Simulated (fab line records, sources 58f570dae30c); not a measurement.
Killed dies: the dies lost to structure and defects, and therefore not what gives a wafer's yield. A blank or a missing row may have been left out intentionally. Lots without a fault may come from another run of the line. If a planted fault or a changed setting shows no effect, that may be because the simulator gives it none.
One fault through the eyes of 2 desks || flow berkeley_cmos170 || what lay behind the numbers comes last; until then each desk has only its own

AT THE METROLOGY DESK
Lot by lot, what the gauges showed, no matter which tool ran the lot: averages of those sampled wafers that carry a number. Any lot whose mean is over 4 standard deviations away from the usual mean is out of limits and marked OUT; that distance is given in the brackets.
Columns: A = cd_nm at UCB170_NLDD_CD_MEAS_06, usual 1199.5 nm; B = M3_BOW at UCB170_M3_BOW_MEAS_20, usual 36 um
{"lot": "L321", "first seen here": "day 7 01:23", "A": 1197.8, "B": 41}
{"lot": "L322", "first seen here": "day 7 01:44", "A": 1198.8, "B": 31}
{"lot": "L323", "first seen here": "day 7 10:04", "A": 1198.7, "B": 36}
{"lot": "L324", "first seen here": "day 7 13:41", "A": 1200.4, "B": 25}
{"lot": "L326", "first seen here": "day 7 20:07", "A": 1201.2, "B": 36}
{"lot": "L328", "first seen here": "day 7 20:45", "A": 1197.7, "B": 38}
{"lot": "L327", "first seen here": "day 7 21:04", "A": 1199.9, "B": 32}
{"lot": "L331", "first seen here": "day 8 07:35", "A": 1200.7, "B": 36}
{"lot": "L336", "first seen here": "day 10 11:09", "A": "1186.2 (-8.3) OUT", "B": 35}
{"lot": "L338", "first seen here": "day 10 11:43", "A": "1189.4 (-6.3) OUT", "B": 34}
{"lot": "L339", "first seen here": "day 10 12:01", "A": 1200.3, "B": 37}
{"lot": "L341", "first seen here": "day 11 04:07", "A": 1200.1, "B": 38}
{"lot": "L342", "first seen here": "day 11 04:22", "A": 1198.9, "B": 39}
{"lot": "L344", "first seen here": "day 11 14:35", "A": 1200.0, "B": 36}
This desk finds L336, L338 out of limits, L336 being first, at day 10 11:09 (cd_nm at UCB170_NLDD_CD_MEAS_06). L321, L322, L323, L324, L326, L328, L327, L331, L339, L341, L342, L344: within limits.

DESK OF THE TOOL OWNER: litho_track-02
Per lot that ran on this tool, the mean of the sampled wafers carrying a number, from the tool's own readings at UCB170_NLDD_SOFTBAKE_02 (time 60 s). Any lot whose mean is over 4 standard deviations away from the usual mean is out of limits and marked OUT; that distance is given in the brackets.
Columns: A = heater_power_total_W at UCB170_NLDD_SOFTBAKE_02, usual 56.80 W; B = plate_temp_C at UCB170_NLDD_SOFTBAKE_02, usual 130.01 C
{"lot": "L321", "first seen here": "day 7 00:51", "A": 56.79, "B": 130.03}
{"lot": "L323", "first seen here": "day 7 09:21", "A": 56.80, "B": 130.07}
{"lot": "L326", "first seen here": "day 7 19:34", "A": 56.80, "B": 130.12}
{"lot": "L328", "first seen here": "day 7 20:06", "A": 56.81, "B": 130.03}
{"lot": "L331", "first seen here": "day 8 06:57", "A": 56.78, "B": 130.12}
{"lot": "L336", "first seen here": "day 10 10:16", "A": "53.77 (-74) OUT", "B": "124.86 (-37) OUT"}
{"lot": "L338", "first seen here": "day 10 10:45", "A": "53.77 (-74) OUT", "B": "124.78 (-37) OUT"}
This desk finds L336, L338 out of limits, L336 being first, at day 10 10:16 (heater_power_total_W at UCB170_NLDD_SOFTBAKE_02). L321, L323, L326, L328, L331: within limits.

BROUGHT TOGETHER
The tool owner's desk could have raised an alarm at day 10 10:16, on L336, L338.
At day 10 11:09 the metrology desk could have sounded an alarm, on L336, L338.
Every lot named ran UCB170_NLDD_SOFTBAKE_02 on litho_track-02.

WHAT THE SIMULATOR HAD INSERTED
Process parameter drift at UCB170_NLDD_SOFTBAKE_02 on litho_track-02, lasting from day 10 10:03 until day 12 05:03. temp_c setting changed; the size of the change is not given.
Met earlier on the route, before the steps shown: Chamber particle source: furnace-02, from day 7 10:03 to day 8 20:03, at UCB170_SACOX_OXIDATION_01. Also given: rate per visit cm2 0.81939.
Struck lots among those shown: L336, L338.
Fault start to first reading out of limits, in hours, per desk: tool owner, 0; metrology, 1.
